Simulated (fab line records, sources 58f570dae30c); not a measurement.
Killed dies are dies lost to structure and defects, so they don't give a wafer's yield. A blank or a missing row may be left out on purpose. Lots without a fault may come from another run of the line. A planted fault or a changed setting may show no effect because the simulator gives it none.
Split-lot experiment | flow berkeley_cmos170 | 5 lots, 27 wafers read, on a route of 331 steps

THE SPLIT
At UCB170_M3_METAL_ETCH_18 (etches Al in Cl2/BCl3, stops on SiO2, target depth 1170 nm, time 195 s), the setting target_depth_a was moved away from the recipe's 11700 angstrom on 9 of the 27 wafers read, by -37.7% to +42.3%. The other wafers ran this setting at the recipe's value.

FROM THE SPLIT TO THE READING: what the file shows between them, 1 step
- UCB170_M3_STRIP_19: strips in O2

THE READING
cd_nm, in nm, at UCB170_M3_CD_MEAS_90 (target cd 700 nm). Fault-free wafers of this fab line usually give 700.2 nm, standard deviation 2.1 nm.

wafer  | tool, chamber at the split | target_depth_a as run, angstrom | against the recipe | cd_nm, nm | against lot-mates on the recipe
L074.1 | rie_metal-04, 1            | 11700                           | recipe             | 697.2     | -
L074.2 | rie_metal-04, 0            | 11700                           | recipe             | 699.3     | -
L074.3 | rie_metal-04, 1            | 11700                           | recipe             | 699.6     | -
L074.4 | rie_metal-04, 0            | 11700                           | recipe             | 696.6     | -
L074.5 | rie_metal-04, 0            | 11700                           | recipe             | 701.3     | -
L074.6 | rie_metal-04, 1            | 11700                           | recipe             | 699.9     | -
L076.1 | rie_metal-02, 1            | 14690                           | +25.6%             | 688.5     | -12.9
L076.2 | rie_metal-02, 0            | 14690                           | +25.6%             | 688.8     | -12.6
L076.3 | rie_metal-02, 0            | 11700                           | recipe             | 703.4     | -
L076.4 | rie_metal-02, 1            | 11700                           | recipe             | 700.0     | -
L076.5 | rie_metal-02, 1            | 11700                           | recipe             | 700.9     | -
L076.6 | rie_metal-02, 0            | 14690                           | +25.6%             | 691.4     | -10.0
L079.1 | rie_metal-04, 0            | 11700                           | recipe             | 704.2     | -
L079.2 | rie_metal-04, 1            | 16650                           | +42.3%             | 677.9     | -22.7
L079.3 | rie_metal-04, 0            | 16650                           | +42.3%             | 678.2     | -22.4
L079.4 | rie_metal-04, 1            | 11700                           | recipe             | 700.0     | -
L079.5 | rie_metal-04, 1            | 11700                           | recipe             | 697.7     | -
L079.6 | rie_metal-04, 0            | 16650                           | +42.3%             | 678.3     | -22.3
L082.1 | rie_metal-03, 1            | 7287                            | -37.7%             | 715.9     | +16.0
L082.2 | rie_metal-03, 0            | 11700                           | recipe             | 701.3     | -
L082.3 | rie_metal-03, 0            | 7287                            | -37.7%             | 721.0     | +21.1
L082.4 | rie_metal-03, 1            | 11700                           | recipe             | 700.3     | -
L082.5 | rie_metal-03, 1            | 11700                           | recipe             | 698.0     | -
L082.6 | rie_metal-03, 0            | 7287                            | -37.7%             | 720.4     | +20.5
L085.1 | rie_metal-02, 0            | 11700                           | recipe             | 703.9     | -
L085.2 | rie_metal-02, 1            | 11700                           | recipe             | 701.4     | -
L085.5 | rie_metal-02, 0            | 11700                           | recipe             | 701.7     | -

THE FIT
A straight line over all 27 wafers: cd_nm changes by -0.498 nm for each +1% of target_depth_a; r = -0.98; the points scatter about the line by 2.2 nm.
The same after taking each lot's own level away (the mean of its wafers on the recipe; 27 wafers): -0.513 nm for each +1%; r = -0.99; scatter 1.8 nm.
On that fit, the largest move of target_depth_a shifts the reading by 22 nm.
The lots' own levels span 698.98 to 702.33 nm, that is 1.6 times the standard deviation above.
So the lot-to-lot level changes the slope little: the two slopes agree.
Check: with one of the wafers moved furthest among these (+42.3%) left out of the fit, the line predicts -21.4 nm for it against its lot-mates. It came out at -22.7 nm against them.
Tool readings at the split's step, against how far the setting was moved: oes_product_au r = -0.97.

THE WHOLE CHAIN: every reading that the file lists as answering this split, in the file's order
step                    | what it does                                                           | reading                                                                   | change (the file's fit)                                                              | r (the file's)
UCB170_M3_METAL_ETCH_18 | etches Al in Cl2/BCl3, stops on SiO2, target depth 1170 nm, time 195 s | oes_product_au                                                            | -0.00388 a.u. for each +1% of the setting                                            | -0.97
UCB170_M3_METAL_ETCH_18 | etches Al in Cl2/BCl3, stops on SiO2, target depth 1170 nm, time 195 s | M3.feature_depth_nm (the simulator's own value, which no gauge read)      | not straight: 738.8 at the lowest setting, 957.2 at the recipe, 991.5 at the highest | not given
UCB170_M3_METAL_ETCH_18 | etches Al in Cl2/BCl3, stops on SiO2, target depth 1170 nm, time 195 s | KrF_of_M3_COAT_10.thk_nm (the simulator's own value, which no gauge read) | -5.77 nm for each +1% of the setting                                                 | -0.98
UCB170_M3_STRIP_19      | strips in O2                                                           | oes_product_au                                                            | -0.00532 a.u. for each +1% of the setting                                            | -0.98
UCB170_M3_CD_MEAS_90    | target cd 700 nm                                                       | cd_nm                                                                     | -0.513 nm for each +1% of the setting                                                | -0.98

THE FILE'S OWN FIT
cd_nm changes by -0.513 nm for each +1% of target_depth_a, r = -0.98.
